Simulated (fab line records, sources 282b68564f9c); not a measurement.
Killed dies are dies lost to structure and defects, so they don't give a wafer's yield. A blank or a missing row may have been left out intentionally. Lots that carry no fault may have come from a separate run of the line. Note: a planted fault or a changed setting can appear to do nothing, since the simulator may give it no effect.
Which tool did it? || flow ritCmos || Sampling: 14 lots, 42 wafers, 2 of 202 route steps

## WHAT EACH GAUGE READ, for each wafer
RIT_PRETRO_TW_MEAS_10. Usual: PRETRO_TW 477, standard deviation 4.6.
{"lot": "L482", "measured": "day 2 14:47", "on": "filmMetro-03", "PRETRO_TW": "480 480 481", "flag": ""}
{"lot": "L483", "measured": "day 2 20:08", "on": "filmMetro-02", "PRETRO_TW": "476 476 473", "flag": ""}
{"lot": "L484", "measured": "day 3 01:07", "on": "filmMetro-04", "PRETRO_TW": "471 472 469", "flag": ""}
{"lot": "L485", "measured": "day 3 04:17", "on": "filmMetro-03", "PRETRO_TW": "481 482 484", "flag": ""}
{"lot": "L486", "measured": "day 3 11:56", "on": "filmMetro-03", "PRETRO_TW": "483 481 482", "flag": ""}
{"lot": "L487", "measured": "day 3 15:51", "on": "filmMetro-03", "PRETRO_TW": "480 484 480", "flag": ""}
{"lot": "L489", "measured": "day 4 05:27", "on": "filmMetro-04", "PRETRO_TW": "473 471 472", "flag": ""}
{"lot": "L492", "measured": "day 4 21:09", "on": "filmMetro-04", "PRETRO_TW": "473 474 474", "flag": ""}
{"lot": "L493", "measured": "day 5 03:38", "on": "filmMetro-02", "PRETRO_TW": "474 474 474", "flag": ""}
{"lot": "L496", "measured": "day 5 22:44", "on": "filmMetro-03", "PRETRO_TW": "447 446 445", "flag": "OFF"}
{"lot": "L498", "measured": "day 6 06:02", "on": "filmMetro-02", "PRETRO_TW": "443 439 442", "flag": "OFF"}
{"lot": "L502", "measured": "day 6 21:20", "on": "filmMetro-03", "PRETRO_TW": "477 479 477", "flag": ""}
{"lot": "L504", "measured": "day 7 06:21", "on": "filmMetro-03", "PRETRO_TW": "480 481 481", "flag": ""}
{"lot": "L503", "measured": "day 7 07:48", "on": "filmMetro-03", "PRETRO_TW": "481 478 481", "flag": ""}

## EACH LOT AND THE TOOL THAT RAN IT (in order: tool; ch and the chambers of the sampled wafers; start)
{"lot": "L482", "RIT_PRETRO_IMPLANT_08": "implanter-01 ch 0, day 2 14:28"}
{"lot": "L483", "RIT_PRETRO_IMPLANT_08": "implanter-01 ch 0, day 2 19:50"}
{"lot": "L484", "RIT_PRETRO_IMPLANT_08": "implanter-03 ch 0, day 3 00:50"}
{"lot": "L485", "RIT_PRETRO_IMPLANT_08": "implanter-02 ch 0, day 3 03:58"}
{"lot": "L486", "RIT_PRETRO_IMPLANT_08": "implanter-03 ch 0, day 3 11:39"}
{"lot": "L487", "RIT_PRETRO_IMPLANT_08": "implanter-03 ch 0, day 3 15:34"}
{"lot": "L489", "RIT_PRETRO_IMPLANT_08": "implanter-01 ch 0, day 4 05:07"}
{"lot": "L492", "RIT_PRETRO_IMPLANT_08": "implanter-03 ch 0, day 4 20:50"}
{"lot": "L493", "RIT_PRETRO_IMPLANT_08": "implanter-02 ch 0, day 5 03:19"}
{"lot": "L496", "RIT_PRETRO_IMPLANT_08": "implanter-03 ch 0, day 5 22:25"}
{"lot": "L498", "RIT_PRETRO_IMPLANT_08": "implanter-03 ch 0, day 6 05:43"}
{"lot": "L502", "RIT_PRETRO_IMPLANT_08": "implanter-02 ch 0, day 6 21:01"}
{"lot": "L504", "RIT_PRETRO_IMPLANT_08": "implanter-02 ch 0, day 7 06:02"}
{"lot": "L503", "RIT_PRETRO_IMPLANT_08": "implanter-02 ch 0, day 7 07:31"}
- RIT_PRETRO_IMPLANT_08

## AS READ BY THE TOOLS THEMSELVES (means over the sampled wafers that have a number; for cases with no such wafer, the mark the record gives instead)
RIT_PRETRO_IMPLANT_08. Usual: doseIonsCm2 1.2e+13, standard deviation 1.4e+10; endStationPressureTorr 5.01e-06 Torr, standard deviation 2.7e-07; faradayCurrentUA 38.1, standard deviation 0.69.
{"lot": "L482", "tool": "implanter-01", "doseIonsCm2": 1.2e+13, "endStationPressureTorr (Torr)": 4.96e-06, "faradayCurrentUA": 38.3, "flag": ""}
{"lot": "L483", "tool": "implanter-01", "doseIonsCm2": 1.2e+13, "endStationPressureTorr (Torr)": 5.06e-06, "faradayCurrentUA": 37.8, "flag": ""}
{"lot": "L484", "tool": "implanter-03", "doseIonsCm2": 1.2e+13, "endStationPressureTorr (Torr)": 5.19e-06, "faradayCurrentUA": 37.7, "flag": ""}
{"lot": "L485", "tool": "implanter-02", "doseIonsCm2": 1.2e+13, "endStationPressureTorr (Torr)": 4.95e-06, "faradayCurrentUA": 37.9, "flag": ""}
{"lot": "L486", "tool": "implanter-03", "doseIonsCm2": 1.2e+13, "endStationPressureTorr (Torr)": 5.08e-06, "faradayCurrentUA": 38.3, "flag": ""}
{"lot": "L487", "tool": "implanter-03", "doseIonsCm2": 1.2e+13, "endStationPressureTorr (Torr)": 5.09e-06, "faradayCurrentUA": 37.8, "flag": ""}
{"lot": "L489", "tool": "implanter-01", "doseIonsCm2": 1.2e+13, "endStationPressureTorr (Torr)": 5.04e-06, "faradayCurrentUA": 38.1, "flag": ""}
{"lot": "L492", "tool": "implanter-03", "doseIonsCm2": 1.2e+13, "endStationPressureTorr (Torr)": 4.88e-06, "faradayCurrentUA": 38.3, "flag": ""}
{"lot": "L493", "tool": "implanter-02", "doseIonsCm2": 1.2e+13, "endStationPressureTorr (Torr)": 5.03e-06, "faradayCurrentUA": 38.4, "flag": ""}
{"lot": "L496", "tool": "implanter-03", "doseIonsCm2": 9.4e+12, "endStationPressureTorr (Torr)": 4.89e-06, "faradayCurrentUA": 29.4, "flag": "OFF"}
{"lot": "L498", "tool": "implanter-03", "doseIonsCm2": 9.4e+12, "endStationPressureTorr (Torr)": 5.11e-06, "faradayCurrentUA": 29.8, "flag": "OFF"}
{"lot": "L502", "tool": "implanter-02", "doseIonsCm2": 1.2e+13, "endStationPressureTorr (Torr)": 4.78e-06, "faradayCurrentUA": 37.8, "flag": ""}
{"lot": "L504", "tool": "implanter-02", "doseIonsCm2": 1.2e+13, "endStationPressureTorr (Torr)": 5.09e-06, "faradayCurrentUA": 38.6, "flag": ""}
{"lot": "L503", "tool": "implanter-02", "doseIonsCm2": 1.2e+13, "endStationPressureTorr (Torr)": 5.24e-06, "faradayCurrentUA": 38.2, "flag": ""}

## THE ANSWER, worked out from the rows above alone
Rule: lot off if the mean of its wafers having a number is beyond 3 standard deviations from the usual mean. A lot without any number at a reading at which 4 lots or more have one is off too. The other lots that the step has rows for count as sound. After the gauges, taken in route order, come the tools' own readings; for these a lot's mean is taken, as printed above. The first step at which some lot is off is used, and at that step the reading that is off furthest; a lot without a number counts as furthest.
Off: at RIT_PRETRO_TW_MEAS_10 (PRETRO_TW), L496, L498.
A tool fits if, at a process step before that reading, it ran every lot that is off, and no sound lot after the first of them. Not tried: the gauges at RIT_PRETRO_TW_MEAS_10; whatever is off there is also off at RIT_PRETRO_IMPLANT_08, on other tools, and gauge error can't account for it. One fits: implanter-03 at RIT_PRETRO_IMPLANT_08. A fault onset in the window from L492 (day 4 20:50, its last sound lot) to L496 (day 5 22:25, its first lot off) fits.
The tool's own readings at RIT_PRETRO_IMPLANT_08 bear it out: on the lots that are off they differ by more than 5 times the standard deviation of the sound lots' means. doseIonsCm2 reads 9.4e+12 there against 1.2e+13 on the sound lots; faradayCurrentUA reads 29.6 there against 38.1 on the sound lots.

## WHAT WAS PUT IN BY THE SIMULATOR
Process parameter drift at RIT_PRETRO_IMPLANT_08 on implanter-03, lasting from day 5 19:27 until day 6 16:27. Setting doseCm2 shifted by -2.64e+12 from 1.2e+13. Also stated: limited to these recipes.
Struck lots among those shown: L496, L498. The rule above reached the same finding.
